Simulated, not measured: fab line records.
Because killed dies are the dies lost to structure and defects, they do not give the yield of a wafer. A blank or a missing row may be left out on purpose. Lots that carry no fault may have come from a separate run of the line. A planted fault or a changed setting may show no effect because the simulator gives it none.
Problem report in the 8D (eight disciplines) form, filled by code | flow berkeley-cmos170 | the parts of the form that need people (team, actions taken, sign-off) are left out

## 1. WHAT WENT WRONG
PVT_OVL at UCB170_PVT_OVL_MEAS_06 reads a mean of 761 nm on 12 wafers of 4 lots; wafers without a fault read 4 nm with a standard deviation of 5.3. So: +99 or more standard deviations from the usual mean.
Earliest sighting: wafer L902.1 on overlay-01 at day 7 20:47. At this step, 48 wafers from 16 lots have a number in the record. Rule for "out" (also "out of limits"): further than 4 standard deviations from the usual mean. Any other wafer with a number is counted as sound.

## 2. WHAT IT IS; WHAT IT IS NOT
question                    | is                     | is not
which readings at this step | PVT_OVL                | -
which lots                  | L901, L902, L903, L904 | L893, L894, L895, L896, L897, L898, L899, L900, L907, L909, L912, L914
which wafers of those lots  | all that have a number | -
read on which gauges        | overlay-01             | overlay-02
when                        | from day 7 20:47       | up to then (24 sound wafers); but 12 sound wafers of L907, L909, L912, L914 came after

## 3. THE SUSPECTS, EACH WITH WHAT RULES IT OUT
Counting: a tool at a process step up to the reading stays a suspect if it ran every lot that is out and no sound lot after the first of them.
- the gauge at UCB170_PVT_OVL_MEAS_06: kept. All the wafers that are out were read on overlay-01, and no step on other tools shows them out.
- krf-scanner-01 at UCB170_PVT_EXPOSE_03 (exposes mask NWELL, target cd 3000 nm): kept. All lots that are out passed through it, beginning with L902 at day 7 20:04, and no sound lot followed; its final sound lot before that point was L900 at day 7 11:27.
What counting leaves: krf-scanner-01 at UCB170_PVT_EXPOSE_03 and overlay-01 at UCB170_PVT_OVL_MEAS_06.

## 4. THE CAUSE (what the simulator had put in)
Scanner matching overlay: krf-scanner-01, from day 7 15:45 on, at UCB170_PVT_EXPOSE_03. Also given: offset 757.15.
After counting, 2 suspects remain, this tool included.

## 5. SEQUENCE OF EFFECTS, ordered by route
Each row: a reading where the mean over the struck wafers with a number is more than 3 standard deviations away from the usual. Only readings for which the record gives a usual standard deviation are gone through. hours: the time from each lot's start at the first step in this table that gives one to its start at this step, as a median over the lots. sigmas: the change in usual standard deviations.
hours | step                   | reading | usual | on struck wafers | change | sigmas
0     | UCB170_PVT_OVL_MEAS_06 | PVT_OVL | 4 nm  | 761              | +757   | +99 or more

## 6. WHAT WOULD HAVE CAUGHT IT SOONER
Counted from the fault's start at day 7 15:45, it took 5 hours until the first out-of-limits reading at a measuring or inspecting step in this record, taken at day 7 20:47.
L901, L904, from the lots that are out (4), started UCB170_PVT_EXPOSE_03 on krf-scanner-01 later than day 7 20:47. A hold on the tool at that time would have spared those 2.
